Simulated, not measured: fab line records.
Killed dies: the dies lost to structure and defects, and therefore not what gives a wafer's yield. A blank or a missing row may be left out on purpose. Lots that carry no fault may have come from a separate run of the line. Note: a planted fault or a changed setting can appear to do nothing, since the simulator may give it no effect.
Which tool did it? ; flow rit_cmos ; Sampling: 13 lots, 39 wafers, 6 of 202 route steps

== WHAT EACH GAUGE READ, for each wafer ==
RIT_ACTIVE_BOW_MEAS_00. Usual: INCOMING_BOW typically reads 0 um, with standard deviation 6.2.
lot;measured;on;INCOMING_BOW (um);flag
L628;day 1 15:00;film_metro-03;5 2 -3;
L630;day 2 01:00;film_metro-01;4 -5 6;
L632;day 2 11:00;film_metro-03;2 7 -5;
L633;day 2 16:00;film_metro-03;-1 -4 10;
L634;day 2 21:01;film_metro-03;7 -5 -1;
L635;day 3 02:00;film_metro-02;-3 7 -4;
L639;day 3 22:01;film_metro-02;-6 -14 -14;
L643;day 4 18:01;film_metro-02;-4 -2 -1;
L644;day 4 23:02;film_metro-01;8 0 -1;
L645;day 5 04:00;film_metro-01;18 1 3;
L647;day 5 14:01;film_metro-03;-13 4 -1;
L648;day 5 19:00;film_metro-01;-1 10 5;
L649;day 6 00:01;film_metro-01;8 -6 -4;

RIT_NSD_OVL_MEAS_06. Usual: NSD_OVL typically reads 0.1 nm, with standard deviation 1.3.
lot;measured;on;NSD_OVL (nm);flag
L628;day 3 04:53;overlay-01;1.0 0.7 -0.5;
L630;day 3 15:46;overlay-02;0.3 -0.2 0.1;
L632;day 4 03:27;overlay-02;0.1 0.7 0.6;
L633;day 4 06:40;overlay-01;0.6 -2.7 1.7;
L634;day 4 10:43;overlay-01;- - -;OFF
L635;day 4 17:08;overlay-01;-1.7 -1.9 -0.8;
L639;day 5 13:55;overlay-01;-0.1 -0.9 2.2;
L643;day 6 06:21;overlay-02;0.3 1.3 0.2;
L644;day 6 10:59;overlay-02;-2.2 -1.9 0.0;
L645;day 6 22:28;overlay-01;1.7 2.6 1.5;
L647;day 7 02:15;overlay-02;-0.9 -0.4 0.2;
L648;day 7 08:23;overlay-01;0.1 1.1 0.7;
L649;day 7 14:03;overlay-02;0.1 -1.3 0.5;

RIT_NSD_TW_MEAS_10. Usual: NSD_TW typically reads 3102, with standard deviation 30.
lot;measured;on;NSD_TW;flag
L628;day 3 05:24;film_metro-02;3099 3083 3081;
L630;day 3 16:17;film_metro-01;3113 3127 3123;
L632;day 4 03:58;film_metro-01;3144 3144 3134;
L633;day 4 07:11;film_metro-01;3143 3157 3145;
L634;day 4 11:13;film_metro-01;30 30 30;OFF
L635;day 4 17:38;film_metro-03;3105 3103 3110;
L639;day 5 14:26;film_metro-01;3127 3155 3137;
L643;day 6 06:56;film_metro-02;3088 3084 3094;
L644;day 6 11:31;film_metro-02;3096 3081 3099;
L645;day 6 22:59;film_metro-01;3123 3119 3119;
L647;day 7 02:46;film_metro-02;3070 3079 3076;
L648;day 7 08:53;film_metro-02;3086 3082 3090;
L649;day 7 14:34;film_metro-03;3076 3081 3073;

RIT_PSD_TW_MEAS_10. Usual: PSD_TW typically reads 3397, with standard deviation 28.
lot;measured;on;PSD_TW;flag
L628;day 3 06:49;film_metro-01;3432 3445 3438;
L630;day 3 17:42;film_metro-02;3393 3380 3395;
L632;day 4 05:31;film_metro-01;3436 3447 3438;
L633;day 4 08:36;film_metro-01;3441 3464 3467;
L634;day 4 12:46;film_metro-03;3610 3620 3598;OFF
L635;day 4 19:11;film_metro-02;3393 3390 3395;
L639;day 5 15:59;film_metro-03;3349 3357 3367;
L643;day 6 08:25;film_metro-03;3405 3420 3407;
L644;day 6 12:56;film_metro-03;3368 3391 3385;
L645;day 7 00:38;film_metro-02;3411 3382 3395;
L647;day 7 04:19;film_metro-02;3377 3392 3384;
L648;day 7 10:19;film_metro-03;3367 3373 3375;
L649;day 7 15:59;film_metro-02;3394 3384 3391;

== WHAT TOOL EACH LOT RAN ON (gives the tool, then ch and the chambers of the sampled wafers, and finally the start) ==
lot;RIT_GATE_STRIP_20;RIT_NSD_EXPOSE_03
L628;plasma_asher-02 ch 0,1, day 2 17:36;iline_stepper-01 ch 0, day 3 04:29
L630;plasma_asher-02 ch 0,1, day 3 05:43;iline_stepper-01 ch 0, day 3 15:22
L632;plasma_asher-01 ch 0,1, day 3 17:42;iline_stepper-01 ch 0, day 4 03:03
L633;plasma_asher-01 ch 0,1, day 3 19:23;iline_stepper-01 ch 0, day 4 06:16
L634;plasma_asher-02 ch 0,1, day 4 01:07;iline_stepper-01 ch 0, day 4 10:19
L635;plasma_asher-02 ch 1, day 4 07:29;iline_stepper-01 ch 0, day 4 16:44
L639;plasma_asher-01 ch 0,1, day 5 02:02;iline_stepper-02 ch 0, day 5 13:32
L643;plasma_asher-02 ch 0,1, day 5 20:28;iline_stepper-01 ch 0, day 6 05:52
L644;plasma_asher-02 ch 0,1, day 6 01:01;iline_stepper-01 ch 0, day 6 10:37
L645;plasma_asher-03 ch 0,1, day 6 11:44;iline_stepper-01 ch 0, day 6 22:04
L647;plasma_asher-01 ch 0,1, day 6 16:44;iline_stepper-01 ch 0, day 7 01:52
L648;plasma_asher-03 ch 0,1, day 6 22:26;iline_stepper-02 ch 0, day 7 07:59
L649;plasma_asher-02 ch 0, day 7 02:44;iline_stepper-01 ch 0, day 7 13:40
- RIT_GATE_STRIP_20: strips in O2, time 180 s.
- RIT_NSD_EXPOSE_03: exposes mask M9, target cd 40700 nm.

== AS READ BY THE TOOLS THEMSELVES (means over the sampled wafers that have a number; for cases with no such wafer, the mark the record gives instead) ==
RIT_GATE_STRIP_20. Usual: drypump_motor_current_A 5.4 A, standard deviation 0.44.
lot;tool;drypump_motor_current_A (A);flag
L628;plasma_asher-02;5.6;
L630;plasma_asher-02;5.4;
L632;plasma_asher-01;5.2;
L633;plasma_asher-01;5.2;
L634;plasma_asher-02;5.4;
L635;plasma_asher-02;5.7;
L639;plasma_asher-01;5.2;
L643;plasma_asher-02;5.4;
L644;plasma_asher-02;5.6;
L645;plasma_asher-03;5.4;
L647;plasma_asher-01;5.2;
L648;plasma_asher-03;5.1;
L649;plasma_asher-02;5.3;

RIT_NSD_EXPOSE_03. Usual: focus_offset_nm 0.1 nm, standard deviation 0.52.
lot;tool;focus_offset_nm (nm);flag
L628;iline_stepper-01;0.2;
L630;iline_stepper-01;-0.4;
L632;iline_stepper-01;0.2;
L633;iline_stepper-01;0.1;
L634;iline_stepper-01;0.7;
L635;iline_stepper-01;-0.3;
L639;iline_stepper-02;0.1;
L643;iline_stepper-01;-0.2;
L644;iline_stepper-01;0.0;
L645;iline_stepper-01;-0.5;
L647;iline_stepper-01;0.1;
L648;iline_stepper-02;-0.3;
L649;iline_stepper-01;0.4;

== THE ANSWER, worked out from the rows above alone ==
Rule: take the mean of a lot's wafers that have a number; if it is more than 3 standard deviations from the usual mean, the lot is off. A lot without any number at a reading at which 4 lots or more have one is off too. Where the step has rows for the other lots, those lots are counted as sound. Order of review: gauges by route order, followed by the tools' own readings, for which a lot's mean as printed above is used. The first step at which some lot is off is used, and at that step the reading that is off furthest; a lot without a number counts as furthest.
Off: at RIT_NSD_OVL_MEAS_06 (NSD_OVL), L634. Without a number there: L634.
If a tool, at a process step before that reading, ran all the lots that are off and no sound lot after the first of them, it fits. Not tried: the gauges at RIT_NSD_OVL_MEAS_06; whatever is off there is also off at RIT_NSD_TW_MEAS_10, on other tools, and gauge error can't account for it. None of those tried fits.

== WHAT THE SIMULATOR HAD INSERTED ==
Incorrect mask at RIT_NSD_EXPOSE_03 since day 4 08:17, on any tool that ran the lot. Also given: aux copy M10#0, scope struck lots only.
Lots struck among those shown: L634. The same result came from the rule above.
